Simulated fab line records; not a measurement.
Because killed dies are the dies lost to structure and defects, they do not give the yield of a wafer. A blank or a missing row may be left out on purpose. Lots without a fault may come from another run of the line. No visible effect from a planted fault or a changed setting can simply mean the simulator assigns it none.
Chamber matching / flow berkeley cmos170 / UCB170_PWELL_ETCH_14 on rie diel-02: 4 sister chambers
The step etches Si3N4 in CH3F/Ar/O2, stops on SiO2, target depth 242 nm, time 151 s. 8 wafers are shown with their chamber, then 9 later ones without.

== EACH WAFER AND ITS CHAMBER ==
wafer=L081.5; chamber=1; drypump motor current A (A)=5.7; throttle valve pct (%)=8.06
wafer=L083.1; chamber=1; drypump motor current A (A)=5.8; throttle valve pct (%)=8.06
wafer=L083.5; chamber=0; drypump motor current A (A)=5.6; throttle valve pct (%)=7.87
wafer=L087.3; chamber=0; drypump motor current A (A)=5.6; throttle valve pct (%)=7.90
wafer=L087.6; chamber=2; drypump motor current A (A)=5.8; throttle valve pct (%)=8.02
wafer=L091.3; chamber=3; drypump motor current A (A)=5.0; throttle valve pct (%)=8.10
wafer=L091.4; chamber=2; drypump motor current A (A)=5.8; throttle valve pct (%)=8.02
wafer=L091.5; chamber=3; drypump motor current A (A)=4.9; throttle valve pct (%)=8.11

== WAFERS WHOSE CHAMBER IS MISSING ==
wafer=L092.4; drypump motor current A (A)=5.7; throttle valve pct (%)=8.05
wafer=L092.5; drypump motor current A (A)=5.0; throttle valve pct (%)=8.10
wafer=L092.6; drypump motor current A (A)=5.6; throttle valve pct (%)=7.90
wafer=L094.3; drypump motor current A (A)=4.9; throttle valve pct (%)=8.10
wafer=L094.5; drypump motor current A (A)=4.9; throttle valve pct (%)=8.11
wafer=L094.6; drypump motor current A (A)=5.6; throttle valve pct (%)=7.88
wafer=L095.1; drypump motor current A (A)=5.6; throttle valve pct (%)=7.88
wafer=L095.5; drypump motor current A (A)=5.8; throttle valve pct (%)=8.01
wafer=L095.6; drypump motor current A (A)=5.8; throttle valve pct (%)=8.05

== WHICH CHAMBER EACH WENT THROUGH ==
wafer=L092.4; from the rows above=1; in truth=1
wafer=L092.5; from the rows above=3; in truth=3
wafer=L092.6; from the rows above=0; in truth=0
wafer=L094.3; from the rows above=3; in truth=3
wafer=L094.5; from the rows above=3; in truth=3
wafer=L094.6; from the rows above=0; in truth=0
wafer=L095.1; from the rows above=0; in truth=0
wafer=L095.5; from the rows above=2; in truth=2
wafer=L095.6; from the rows above=can't be placed: 1 or 2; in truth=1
Correctly placed: 8 of 9. Cannot be placed on the basis of these rows: 1; the candidates contain the true chamber in 1. Placed wrongly: 0.
How it was worked out, from the rows above alone: a wafer's distance from a chamber is the root of the sum, over the readings, of the square of ((its reading less the chamber's mean) divided by the reading's scatter). The wafer belongs to the nearest chamber; if the next one is less than 2 further off, it can't be placed. Each chamber's mean is taken over the wafers shown for it. The scatter: the root of (the sum of the squares of (reading less its chamber's mean) over the shown wafers, divided by (wafers less chambers)).
